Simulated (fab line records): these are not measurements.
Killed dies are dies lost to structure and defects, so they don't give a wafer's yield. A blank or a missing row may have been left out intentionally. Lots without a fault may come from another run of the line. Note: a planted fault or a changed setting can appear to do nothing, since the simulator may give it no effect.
Problem report in the 8D (eight disciplines) form, filled by code :: flow berkeley-cmos170 :: the parts of the form that need people (team, actions taken, sign-off) are left out

== 1. THE PROBLEM ==
Mean of bias-w at UCB170_M3_METAL_ETCH_18: 123.5 W across 6 wafers in 2 lots; on wafers with no fault it is 120.0 W (standard deviation 0.34). Measured from the usual mean, that is +10 standard deviations.
The step: etches Al in Cl2/BCl3, stops on SiO2, target depth 1170 nm, time 195 s.
Seen first at day 11 06:01 on rie-metal-03, wafer L225.1. The record has a number at this step for 42 wafers belonging to 14 lots. Rule for "out" (also "out of limits"): further than 4 standard deviations from the usual mean. The other wafers with a number count as sound.

== 2. WHAT IT IS, WHAT IT ISN'T ==
question: which readings at this step
is: bias-w
is not: bcl3-flow-sccm, drypump-motor-current-A, oes-product-au, throttle-valve-pct

question: which lots
is: L223, L225
is not: L215, L216, L217, L218, L219, L221, L224, L233, L234, L235, L236, L238

question: which wafers of those lots
is: all that have a number
is not: -

question: read on which tools
is: rie-metal-03
is not: rie-metal-01, rie-metal-04

question: when
is: from day 11 06:01
is not: up to then (21 sound wafers); but 15 sound wafers of L233, L234, L235, L236, L238 came after

== 3. WHAT RULES OUT EACH SUSPECT ==
Counting: a tool at a process step up to the reading stays a suspect if it ran every lot that is out and no sound lot after the first of them.
- plasma-asher-01 at UCB170_M2_STRIP_19 (strips in O2): ruled out as a lasting fault. After its first lot that is out, L225 (day 11 00:26), sound lots L234, L235 ran on it.
- rie-metal-03 at UCB170_M3_METAL_ETCH_18 (etches Al in Cl2/BCl3, stops on SiO2, target depth 1170 nm, time 195 s): kept. It processed each lot that is out, first L225 at day 11 06:01, and no sound lot thereafter; up to then, the last sound lot it processed was L218 at day 9 16:17. Its own readings are out on those wafers: bias-w.
Left after counting: rie-metal-03 at UCB170_M3_METAL_ETCH_18.

== 4. THE CAUSE (what the simulator had put in) ==
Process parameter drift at UCB170_M3_METAL_ETCH_18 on rie-metal-03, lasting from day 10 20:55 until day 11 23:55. From 120, the setting bias-w moved by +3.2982. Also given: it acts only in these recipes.
The count eliminated every tool but this one.

== 5. SEQUENCE OF EFFECTS, ordered by route ==
Rows list readings where the struck wafers' mean (over those with a number) sits beyond 3 standard deviations from the usual. Scope: only readings with a usual standard deviation given in the record; hours: median across lots of the time from each lot's start at the first step in this table that gives one to its start at this step; sigmas: change in usual standard deviations.
hours: 0
step: UCB170_M3_METAL_ETCH_18
reading: bias-w
usual: 120.0 W
on struck wafers: 123.5
change: +3.5
sigmas: +10
Process steps it contains:
- UCB170_M3_METAL_ETCH_18: etches Al in Cl2/BCl3, stops on SiO2, target depth 1170 nm, time 195 s.
Later measuring or inspecting steps at which every struck wafer that the step has a row for has a number for every such reading, and none has moved that far: UCB170_M3_CD_MEAS_90.

== 6. HOW IT WOULD HAVE BEEN CAUGHT EARLIER ==
9 hours passed between the start of the fault at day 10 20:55 and the first reading out of limits in this record, taken at day 11 06:01.
